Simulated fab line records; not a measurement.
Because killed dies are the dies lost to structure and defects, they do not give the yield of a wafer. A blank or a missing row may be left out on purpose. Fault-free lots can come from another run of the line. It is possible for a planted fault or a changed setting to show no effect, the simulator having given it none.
Lot-split experiment || flow berkeleyCmos170 || 5 lots, 23 wafers read, on a route of 331 steps

ON THE SPLIT
At UCB170_GATE_OXIDATION_01 (target thk 6.6 nm, ox time 1800 s), the setting oxTimeS was moved away from the recipe's 1800 s on 15 of the 23 wafers read, by -8.1% to +11.7%. For the rest of the wafers, this setting stayed at what the recipe calls for.

The reading comes from the split's own step.

THE READING
SiO2_of_GATE_OXIDATION_01.thkNm (the simulator's own value, which no gauge read), in nm, at UCB170_GATE_OXIDATION_01 (target thk 6.6 nm, ox time 1800 s). There is no usual value for it anywhere in the file. Here, 8 wafers ran the recipe; their average is 6.544 nm with a standard deviation of 0.15 nm.

{"wafer": "L077.1", "tool, chamber at the split": "-, -", "oxTimeS as run, s": 1966, "against the recipe": "+9.2%", "SiO2_of_GATE_OXIDATION_01.thkNm, nm": 7.055, "against lot-mates on the recipe": "no lot-mate on the recipe"}
{"wafer": "L077.2", "tool, chamber at the split": "-, -", "oxTimeS as run, s": 1966, "against the recipe": "+9.2%", "SiO2_of_GATE_OXIDATION_01.thkNm, nm": 7.005, "against lot-mates on the recipe": "no lot-mate on the recipe"}
{"wafer": "L077.3", "tool, chamber at the split": "-, -", "oxTimeS as run, s": 1966, "against the recipe": "+9.2%", "SiO2_of_GATE_OXIDATION_01.thkNm, nm": 7.018, "against lot-mates on the recipe": "no lot-mate on the recipe"}
{"wafer": "L077.5", "tool, chamber at the split": "-, -", "oxTimeS as run, s": 1966, "against the recipe": "+9.2%", "SiO2_of_GATE_OXIDATION_01.thkNm, nm": 6.935, "against lot-mates on the recipe": "no lot-mate on the recipe"}
{"wafer": "L077.6", "tool, chamber at the split": "-, -", "oxTimeS as run, s": 1966, "against the recipe": "+9.2%", "SiO2_of_GATE_OXIDATION_01.thkNm, nm": 6.989, "against lot-mates on the recipe": "no lot-mate on the recipe"}
{"wafer": "L079.1", "tool, chamber at the split": "-, -", "oxTimeS as run, s": 1800, "against the recipe": "recipe", "SiO2_of_GATE_OXIDATION_01.thkNm, nm": 6.718, "against lot-mates on the recipe": "-"}
{"wafer": "L079.2", "tool, chamber at the split": "-, -", "oxTimeS as run, s": 1800, "against the recipe": "recipe", "SiO2_of_GATE_OXIDATION_01.thkNm, nm": 6.687, "against lot-mates on the recipe": "-"}
{"wafer": "L079.3", "tool, chamber at the split": "-, -", "oxTimeS as run, s": 1800, "against the recipe": "recipe", "SiO2_of_GATE_OXIDATION_01.thkNm, nm": 6.596, "against lot-mates on the recipe": "-"}
{"wafer": "L079.5", "tool, chamber at the split": "-, -", "oxTimeS as run, s": 1800, "against the recipe": "recipe", "SiO2_of_GATE_OXIDATION_01.thkNm, nm": 6.639, "against lot-mates on the recipe": "-"}
{"wafer": "L079.6", "tool, chamber at the split": "-, -", "oxTimeS as run, s": 1800, "against the recipe": "recipe", "SiO2_of_GATE_OXIDATION_01.thkNm, nm": 6.627, "against lot-mates on the recipe": "-"}
{"wafer": "L080.1", "tool, chamber at the split": "-, -", "oxTimeS as run, s": 1655, "against the recipe": "-8.1%", "SiO2_of_GATE_OXIDATION_01.thkNm, nm": 6.41, "against lot-mates on the recipe": "no lot-mate on the recipe"}
{"wafer": "L080.2", "tool, chamber at the split": "-, -", "oxTimeS as run, s": 1655, "against the recipe": "-8.1%", "SiO2_of_GATE_OXIDATION_01.thkNm, nm": 6.38, "against lot-mates on the recipe": "no lot-mate on the recipe"}
{"wafer": "L080.3", "tool, chamber at the split": "-, -", "oxTimeS as run, s": 1655, "against the recipe": "-8.1%", "SiO2_of_GATE_OXIDATION_01.thkNm, nm": 6.434, "against lot-mates on the recipe": "no lot-mate on the recipe"}
{"wafer": "L080.5", "tool, chamber at the split": "-, -", "oxTimeS as run, s": 1655, "against the recipe": "-8.1%", "SiO2_of_GATE_OXIDATION_01.thkNm, nm": 6.388, "against lot-mates on the recipe": "no lot-mate on the recipe"}
{"wafer": "L080.6", "tool, chamber at the split": "-, -", "oxTimeS as run, s": 1655, "against the recipe": "-8.1%", "SiO2_of_GATE_OXIDATION_01.thkNm, nm": 6.377, "against lot-mates on the recipe": "no lot-mate on the recipe"}
{"wafer": "L084.1", "tool, chamber at the split": "-, -", "oxTimeS as run, s": 2010, "against the recipe": "+11.7%", "SiO2_of_GATE_OXIDATION_01.thkNm, nm": 7.2, "against lot-mates on the recipe": "no lot-mate on the recipe"}
{"wafer": "L084.3", "tool, chamber at the split": "-, -", "oxTimeS as run, s": 2010, "against the recipe": "+11.7%", "SiO2_of_GATE_OXIDATION_01.thkNm, nm": 7.074, "against lot-mates on the recipe": "no lot-mate on the recipe"}
{"wafer": "L084.4", "tool, chamber at the split": "-, -", "oxTimeS as run, s": 2010, "against the recipe": "+11.7%", "SiO2_of_GATE_OXIDATION_01.thkNm, nm": 7.129, "against lot-mates on the recipe": "no lot-mate on the recipe"}
{"wafer": "L084.5", "tool, chamber at the split": "-, -", "oxTimeS as run, s": 2010, "against the recipe": "+11.7%", "SiO2_of_GATE_OXIDATION_01.thkNm, nm": 7.116, "against lot-mates on the recipe": "no lot-mate on the recipe"}
{"wafer": "L084.6", "tool, chamber at the split": "-, -", "oxTimeS as run, s": 2010, "against the recipe": "+11.7%", "SiO2_of_GATE_OXIDATION_01.thkNm, nm": 7.048, "against lot-mates on the recipe": "no lot-mate on the recipe"}
{"wafer": "L085.2", "tool, chamber at the split": "furnace-02, 0", "oxTimeS as run, s": 1800, "against the recipe": "recipe", "SiO2_of_GATE_OXIDATION_01.thkNm, nm": 6.384, "against lot-mates on the recipe": "-"}
{"wafer": "L085.5", "tool, chamber at the split": "furnace-02, 0", "oxTimeS as run, s": 1800, "against the recipe": "recipe", "SiO2_of_GATE_OXIDATION_01.thkNm, nm": 6.255, "against lot-mates on the recipe": "-"}
{"wafer": "L085.6", "tool, chamber at the split": "furnace-02, 0", "oxTimeS as run, s": 1800, "against the recipe": "recipe", "SiO2_of_GATE_OXIDATION_01.thkNm, nm": 6.449, "against lot-mates on the recipe": "-"}

FIT RESULTS
A straight line over all 23 wafers: SiO2_of_GATE_OXIDATION_01.thkNm changes by +0.0383 nm for each +1% of oxTimeS; r = +0.93; the points scatter about the line by 0.12 nm.
Too few moved wafers have a lot-mate on the recipe to fit a line with each lot's own level taken away.

FILE'S OWN FIT
SiO2_of_GATE_OXIDATION_01.thkNm changes by +0.0383 nm for each +1% of oxTimeS, r = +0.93.
